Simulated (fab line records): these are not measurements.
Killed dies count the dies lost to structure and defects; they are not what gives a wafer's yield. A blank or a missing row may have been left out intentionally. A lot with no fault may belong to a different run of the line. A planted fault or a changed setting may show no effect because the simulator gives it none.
Check of tool commonality + flow berkeley_cmos170 + Sample size 14 lots and 48 wafers

REASON IT WAS OPENED
At UCB170_PFIELD_TW_MEAS_09 the reading PFIELD_TW is flagged on 2 of 14 lots. Wafers without a fault read 599, standard deviation 3.1.
Rule: flag the lot when none of its wafers has a number, or when each of its wafers that has one lies beyond 4 standard deviations from that mean. The rest of the lots are taken to be sound.

| lot  | measured    | on            | PFIELD_TW, wafer by wafer | flag    |
|------|-------------|---------------|---------------------------|---------|
| L989 | day 5 12:29 | film_metro-01 | 600 598 597               |         |
| L987 | day 5 12:34 | film_metro-02 | 596 594 595               |         |
| L990 | day 5 19:27 | film_metro-01 | 600 598 597               |         |
| L991 | day 6 10:58 | film_metro-02 | 598 594 593               |         |
| L992 | day 6 11:35 | film_metro-02 | 598 597 597               |         |
| L993 | day 6 16:56 | film_metro-01 | 592 592 593               |         |
| L995 | day 6 17:10 | film_metro-03 | 604 605 603               |         |
| L997 | day 7 04:19 | film_metro-01 | 601 598 602               |         |
| L100 | day 7 15:02 | film_metro-01 | 601 599 602               |         |
| L998 | day 7 15:05 | film_metro-02 | 497 500 499 496 497 500   | FLAGGED |
| L102 | day 8 10:29 | film_metro-01 | 500 502 501 503 503 500   | FLAGGED |
| L108 | day 9 10:56 | film_metro-02 | 594 596 594               |         |
| L107 | day 9 11:07 | film_metro-03 | 607 604 605               |         |
| L106 | day 9 11:28 | film_metro-01 | 598 597 601               |         |
The mean of the flagged lots' numbers is 500, -99 from the usual (-32 standard deviations).

EACH LOT AND THE TOOL IT RAN ON
The record keeps 1 process step preceding the reading, out of 331 steps on the route. Each cell gives the tool, then ch followed by the chambers the sampled wafers passed through, then the start.
| lot  | flag    | UCB170_PFIELD_IMPLANT_07       |
|------|---------|--------------------------------|
| L989 |         | implanter-02 ch 0, day 5 12:15 |
| L987 |         | implanter-04 ch 0, day 5 12:19 |
| L990 |         | implanter-02 ch 0, day 5 19:13 |
| L991 |         | implanter-04 ch 0, day 6 10:43 |
| L992 |         | implanter-02 ch 0, day 6 11:21 |
| L993 |         | implanter-02 ch 0, day 6 16:43 |
| L995 |         | implanter-04 ch 0, day 6 16:55 |
| L997 |         | implanter-04 ch 0, day 7 04:05 |
| L100 |         | implanter-02 ch 0, day 7 14:47 |
| L998 | FLAGGED | implanter-04 ch 0, day 7 14:50 |
| L102 | FLAGGED | implanter-04 ch 0, day 8 10:16 |
| L108 |         | implanter-02 ch 0, day 9 10:41 |
| L107 |         | implanter-03 ch 0, day 9 10:52 |
| L106 |         | implanter-02 ch 0, day 9 11:13 |
What the steps here do:
- UCB170_PFIELD_IMPLANT_07
- UCB170_PFIELD_TW_MEAS_09

FLAGGED OVER TOTAL, TOOL BY TOOL (the gauges that took the reading come last)
| step                     | tool          | lots run | flagged | share of the flagged lots | sound lots run after its first flagged lot |
|--------------------------|---------------|----------|---------|---------------------------|--------------------------------------------|
| UCB170_PFIELD_IMPLANT_07 | implanter-02  | 7        | 0       | none                      | -                                          |
| UCB170_PFIELD_IMPLANT_07 | implanter-03  | 1        | 0       | none                      | -                                          |
| UCB170_PFIELD_IMPLANT_07 | implanter-04  | 6        | 2       | all                       | 0                                          |
| UCB170_PFIELD_TW_MEAS_09 | film_metro-01 | 7        | 1       | some                      | 1 (L106)                                   |
| UCB170_PFIELD_TW_MEAS_09 | film_metro-02 | 5        | 1       | some                      | 1 (L108)                                   |
| UCB170_PFIELD_TW_MEAS_09 | film_metro-03 | 2        | 0       | none                      | -                                          |

WHAT THE TABLE ALLOWS
All flagged lots share 1 row of the table, namely implanter-04 at UCB170_PFIELD_IMPLANT_07.
- implanter-04 at UCB170_PFIELD_IMPLANT_07: 2 of its 6 lots flagged. A fault beginning between L997 (day 7 04:05), its last sound lot, and L998 (day 7 14:50), its first flagged one, fits the data. Its own readings lie more than 4 standard deviations out on every wafer of the flagged lots: dose_ions_cm2, faraday_current_uA.
Left over: one tool, implanter-04 at UCB170_PFIELD_IMPLANT_07.

WHAT HAD BEEN PUT IN BY THE SIMULATOR
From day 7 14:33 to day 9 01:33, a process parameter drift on implanter-04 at UCB170_PFIELD_IMPLANT_07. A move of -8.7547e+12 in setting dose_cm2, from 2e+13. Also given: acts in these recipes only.
Struck lots among those shown: L998, L102. The rule given above showed the same thing.
